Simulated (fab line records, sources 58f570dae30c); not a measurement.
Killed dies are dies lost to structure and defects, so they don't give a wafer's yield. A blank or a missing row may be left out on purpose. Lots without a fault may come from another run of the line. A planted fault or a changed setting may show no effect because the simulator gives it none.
Which tool did it? | flow berkeley_cmos170 | 7 lots, 21 wafers sampled, at 2 steps of a route of 331

WHAT THE GAUGES READ, wafer by wafer
UCB170_M3_RS_MEAS_02: measures by four-point-probe.
lot  | measured     | on            | M3_AL_RS (ohm/sq)
L341 | day 9 03:27  | film_metro-03 | 0.0321 0.0324 0.0315
L343 | day 10 00:08 | film_metro-03 | 0.0319 0.0323 0.0321
L346 | day 10 10:24 | film_metro-02 | 0.0329 0.0328 0.0328
L347 | day 10 12:46 | film_metro-03 | 0.0318 0.0321 0.0322
L355 | day 12 12:28 | film_metro-03 | 0.0434 0.0437 0.0439 0.0434 0.0436 0.0438
L361 | day 13 01:44 | film_metro-01 | 0.0317 0.0316 0.0319
L360 | day 13 18:14 | film_metro-01 | 0.0323 0.0322 0.0322

WHICH TOOL RAN EACH LOT (tool, then ch and the chambers of the sampled wafers, then the start)
lot  | UCB170_M3_SPUTTER_01
L341 | pvd_sputter-02, day 9 03:22
L343 | pvd_sputter-02, day 10 00:02
L346 | pvd_sputter-04, day 10 10:19
L347 | pvd_sputter-02, day 10 12:39
L355 | pvd_sputter-02, day 12 12:23
L361 | pvd_sputter-03, day 13 01:40
L360 | pvd_sputter-04, day 13 18:10
- UCB170_M3_SPUTTER_01: material Al, target thk 900 nm, time 120 s.

THE ANSWER, worked out from the rows above alone
Rule: what is usual is taken from the lots themselves. Put in order of their means at a reading, lots are off if they are a third of the lots or fewer, leave a main group of 4 or more, and stand apart from it by a gap of 3 or more times the standard deviation of the main group's means; of several such gaps the widest counts. A main group whose means are all the same, to the digits that the tables above print for the reading, isn't used. A lot without any number at a reading at which 4 lots or more have one is off too. The other lots that the step has rows for count as sound.
Off: L355, at UCB170_M3_RS_MEAS_02 (M3_AL_RS). The main group: mean 0.0322 ohm/sq, standard deviation 0.00034.
A tool fits if, at a process step before that reading, it ran every lot that is off, and no sound lot after the first of them. The gauges at UCB170_M3_RS_MEAS_02 are tried like those tools. Can't be told from this: 2 tools fit, pvd_sputter-02 at UCB170_M3_SPUTTER_01, film_metro-03 at UCB170_M3_RS_MEAS_02.

WHAT THE SIMULATOR HAD PUT IN
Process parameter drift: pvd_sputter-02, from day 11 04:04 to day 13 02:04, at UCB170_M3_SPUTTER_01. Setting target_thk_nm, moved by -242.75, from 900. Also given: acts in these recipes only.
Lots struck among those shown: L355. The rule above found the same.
